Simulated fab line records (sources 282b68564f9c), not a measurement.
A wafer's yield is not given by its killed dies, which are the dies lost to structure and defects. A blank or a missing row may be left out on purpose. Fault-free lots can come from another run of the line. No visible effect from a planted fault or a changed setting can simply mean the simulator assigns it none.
The same fault as seen by 2 desks | flow rit_cmos | each desk has only its own numbers; what lay behind them comes last

== FROM THE METROLOGY DESK ==
What the gauges read for every lot (on any tool): the sampled wafers with a number, averaged. A lot is out of limits, marked OUT, if its mean lies more than 4 standard deviations from the usual mean; the brackets give that distance.
Columns: A = CONTACT_TEOS_THK at RIT_CONTACT_THK_MEAS_01, usual 413 nm
lot  | first seen here | A
L653 | day 3 03:16     | 417
L654 | day 3 09:56     | 414
L659 | day 4 08:16     | 408
L660 | day 4 13:22     | 391 (-4.0) OUT
L665 | day 5 15:05     | 411
L667 | day 6 03:15     | 421
L668 | day 6 10:19     | 416
L670 | day 6 16:28     | 404
L671 | day 7 02:44     | 415
L673 | day 7 10:50     | 414
L674 | day 7 14:31     | 419
L676 | day 7 22:19     | 412
This desk's result: L660 out of limits, first on L660 (CONTACT_TEOS_THK at RIT_CONTACT_THK_MEAS_01), day 4 13:22. L653, L654, L659, L665, L667, L668, L670, L671, L673, L674, L676 stayed within limits.

== FOR THE TOOL OWNER'S DESK: pecvd-02 ==
The tool's own readings at RIT_CONTACT_CVD_00 (deposits SiO2 from TEOS, target thk 400 nm, time 62.96 s): means of the sampled wafers that have a number, for each lot that ran on this tool. A lot is out of limits, marked OUT, if its mean lies more than 4 standard deviations from the usual mean; the brackets give that distance.
Columns: A = heater_power_w at RIT_CONTACT_CVD_00, usual 380 W
lot  | first seen here | A
L654 | day 3 09:52     | 325
L660 | day 4 13:18     | 302
This desk found nothing out of limits on any of the 2 lots.

== TAKEN TOGETHER ==
On L660, the metrology desk was in a position to raise an alarm at day 4 13:22.
Nothing out of limits was seen by the tool owner's desk.
Tool owner's desk: L660 on record, inside its limits.
Of the lots named, all ran RIT_CONTACT_CVD_00 on pecvd-02.

== WHAT THE SIMULATOR HAD PUT IN ==
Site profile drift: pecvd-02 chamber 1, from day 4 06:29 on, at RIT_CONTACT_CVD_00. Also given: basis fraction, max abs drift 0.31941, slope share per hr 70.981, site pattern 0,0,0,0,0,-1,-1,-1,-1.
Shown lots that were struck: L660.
Hours from the fault's start to each desk's first reading out of limits: the metrology desk, 7.
